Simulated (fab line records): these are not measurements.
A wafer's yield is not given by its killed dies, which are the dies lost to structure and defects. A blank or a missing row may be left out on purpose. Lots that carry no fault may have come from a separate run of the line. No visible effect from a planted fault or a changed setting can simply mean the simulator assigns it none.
Which of the tools did it? ; flow berkeley cmos170 ; 15 lots with 45 wafers sampled at 5 steps, on a route of 331 steps

== WHAT EACH GAUGE READ, for each wafer ==
UCB170_NWELL_OVL_MEAS_12. Usual: NWELL_OVL 1 nm, standard deviation 4.8.
lot;measured;on;NWELL_OVL (nm);flag
L405;day 2 06:28;overlay-02;5 -4 -1;
L406;day 2 11:14;overlay-02;6 6 6;
L407;day 2 15:23;overlay-01;-1 -1 1;
L408;day 2 18:15;overlay-01;-5 -1 0;
L409;day 3 00:51;overlay-01;-6 -7 -5;
L410;day 3 01:55;overlay-02;7 0 4;
L411;day 3 13:44;overlay-02;-1 -4 -1;
L412;day 3 15:40;overlay-01;-2 -2 1;
L414;day 3 23:50;overlay-02;2 3 -1;
L415;day 4 10:43;overlay-01;6 -2 1;
L416;day 4 14:37;overlay-01;4 3 10;
L417;day 4 22:24;overlay-02;5 3 -1;
L420;day 5 10:44;overlay-02;2 -4 0;
L422;day 5 16:19;overlay-01;-3 6 -1;
L423;day 6 00:02;overlay-01;0 -4 -7;

UCB170_ACTIVE_OVL_MEAS_14. Usual: ACTIVE_OVL -1 nm, standard deviation 5.
lot;measured;on;ACTIVE_OVL (nm);flag
L405;day 4 04:04;overlay-01;-3 5 -3;
L406;day 4 13:37;overlay-02;-6 -1 -7;
L407;day 4 13:30;overlay-01;-1 -1 0;
L408;day 4 17:43;overlay-01;7 9 4;
L409;day 4 18:49;overlay-01;-1 -2 -4;
L410;day 4 19:03;overlay-02;-8 -9 2;
L411;day 5 08:25;overlay-02;-7 -7 -13;
L412;day 5 08:14;overlay-01;9 8 0;
L414;day 5 18:54;overlay-01;-2 3 -2;
L415;day 6 02:34;overlay-01;11 1 4;
L416;day 6 10:05;overlay-02;-3 -5 -1;
L417;day 6 19:20;overlay-02;-10 -6 -5;
L420;day 7 09:26;overlay-01;-128 -135 -131;OFF
L422;day 7 18:51;overlay-02;-133 -132 -134;OFF
L423;day 8 01:32;overlay-01;-129 -130 -133;OFF

UCB170_PFIELD_OVL_MEAS_06. Usual: PFIELD_OVL 2 nm, standard deviation 5.5.
lot;measured;on;PFIELD_OVL (nm);flag
L405;day 4 06:03;overlay-01;7 7 -3;
L406;day 4 16:04;overlay-01;4 -4 -3;
L407;day 4 15:56;overlay-02;-5 0 -5;
L408;day 4 21:34;overlay-02;-10 1 -4;
L409;day 4 22:01;overlay-01;9 5 4;
L410;day 4 21:50;overlay-02;2 2 4;
L411;day 5 09:56;overlay-01;-11 -1 1;
L412;day 5 09:37;overlay-02;0 5 0;
L414;day 5 23:15;overlay-02;-2 -2 -3;
L415;day 6 04:04;overlay-01;3 2 4;
L416;day 6 12:09;overlay-01;12 7 6;
L417;day 6 21:37;overlay-01;9 5 9;
L420;day 7 10:49;overlay-02;11 14 7;
L422;day 7 20:23;overlay-01;-3 7 2;
L423;day 8 03:23;overlay-01;10 1 -4;

UCB170_PFIELD_TW_MEAS_09. Usual: PFIELD_TW 600, standard deviation 4.4.
lot;measured;on;PFIELD_TW;flag
L405;day 4 06:21;film metro-03;602 600 601;
L406;day 4 16:21;film metro-03;602 603 602;
L407;day 4 16:14;film metro-02;602 596 596;
L408;day 4 21:50;film metro-03;602 601 603;
L409;day 4 22:26;film metro-01;597 595 595;
L410;day 4 22:07;film metro-02;597 598 598;
L411;day 5 10:13;film metro-03;600 606 602;
L412;day 5 09:53;film metro-01;594 595 594;
L414;day 5 23:32;film metro-02;595 602 599;
L415;day 6 04:21;film metro-03;612 611 607;
L416;day 6 12:26;film metro-03;608 607 606;
L417;day 6 21:55;film metro-03;607 607 607;
L420;day 7 11:07;film metro-03;604 602 601;
L422;day 7 20:40;film metro-02;600 601 598;
L423;day 8 03:41;film metro-01;599 598 591;

== WHAT TOOL EACH LOT RAN ON (gives the tool, then ch and the chambers of the sampled wafers, and finally the start) ==
lot;UCB170_ACTIVE_EXPOSE_10
L405;krf scanner-02 ch 0, day 4 03:22
L406;krf scanner-02 ch 0, day 4 12:54
L407;krf scanner-01 ch 0, day 4 12:38
L408;krf scanner-02 ch 0, day 4 17:13
L409;krf scanner-02 ch 0, day 4 18:17
L410;krf scanner-01 ch 0, day 4 18:32
L411;krf scanner-02 ch 0, day 5 07:46
L412;krf scanner-02 ch 0, day 5 07:34
L414;krf scanner-01 ch 0, day 5 18:05
L415;krf scanner-01 ch 0, day 6 02:05
L416;krf scanner-02 ch 0, day 6 09:35
L417;krf scanner-02 ch 0, day 6 18:32
L420;krf scanner-02 ch 0, day 7 08:55
L422;krf scanner-02 ch 0, day 7 18:04
L423;krf scanner-02 ch 0, day 8 01:01
- UCB170_ACTIVE_EXPOSE_10: exposes mask ACTIVE, target cd 1200 nm.

== WHAT THE TOOLS THEMSELVES READ (means of the sampled wafers that have a number; where no wafer has one, the mark that the record gives instead) ==
UCB170_ACTIVE_EXPOSE_10. Usual: exposure dose mJ cm2 19.984, standard deviation 0.019; reticle temp C 23.00 C, standard deviation 0.092.
lot;tool;exposure dose mJ cm2;reticle temp C (C);flag
L405;krf scanner-02;19.982;23.00;
L406;krf scanner-02;19.989;22.87;
L407;krf scanner-01;19.977;23.04;
L408;krf scanner-02;19.979;22.91;
L409;krf scanner-02;20.008;23.03;
L410;krf scanner-01;19.984;23.07;
L411;krf scanner-02;19.970;22.97;
L412;krf scanner-02;19.982;22.89;
L414;krf scanner-01;19.993;23.07;
L415;krf scanner-01;19.966;23.00;
L416;krf scanner-02;19.982;22.99;
L417;krf scanner-02;19.987;22.94;
L420;krf scanner-02;19.992;23.11;
L422;krf scanner-02;19.964;22.92;
L423;krf scanner-02;19.980;23.03;

== THE ANSWER, worked out from the rows above alone ==
Rule: take the mean of a lot's wafers that have a number; if it is more than 3 standard deviations from the usual mean, the lot is off. A lot without any number at a reading at which 4 lots or more have one is off too. The other lots that the step has rows for count as sound. After the gauges, taken in route order, come the tools' own readings; for these a lot's mean is taken, as printed above. The first step at which some lot is off is used, and at that step the reading that is off furthest; a lot without a number counts as furthest.
Off: at UCB170_ACTIVE_OVL_MEAS_14 (ACTIVE_OVL), L420, L422, L423.
A tool fits if, at a process step before that reading, it ran every lot that is off, and no sound lot after the first of them. Those tools and the gauges at UCB170_ACTIVE_OVL_MEAS_14 are tried in the same way. One fits: krf scanner-02 at UCB170_ACTIVE_EXPOSE_10. Its last sound lot is L417 (day 6 18:32), its first lot that is off L420 (day 7 08:55): a fault that began between those two fits.

== WHAT WAS PUT IN BY THE SIMULATOR ==
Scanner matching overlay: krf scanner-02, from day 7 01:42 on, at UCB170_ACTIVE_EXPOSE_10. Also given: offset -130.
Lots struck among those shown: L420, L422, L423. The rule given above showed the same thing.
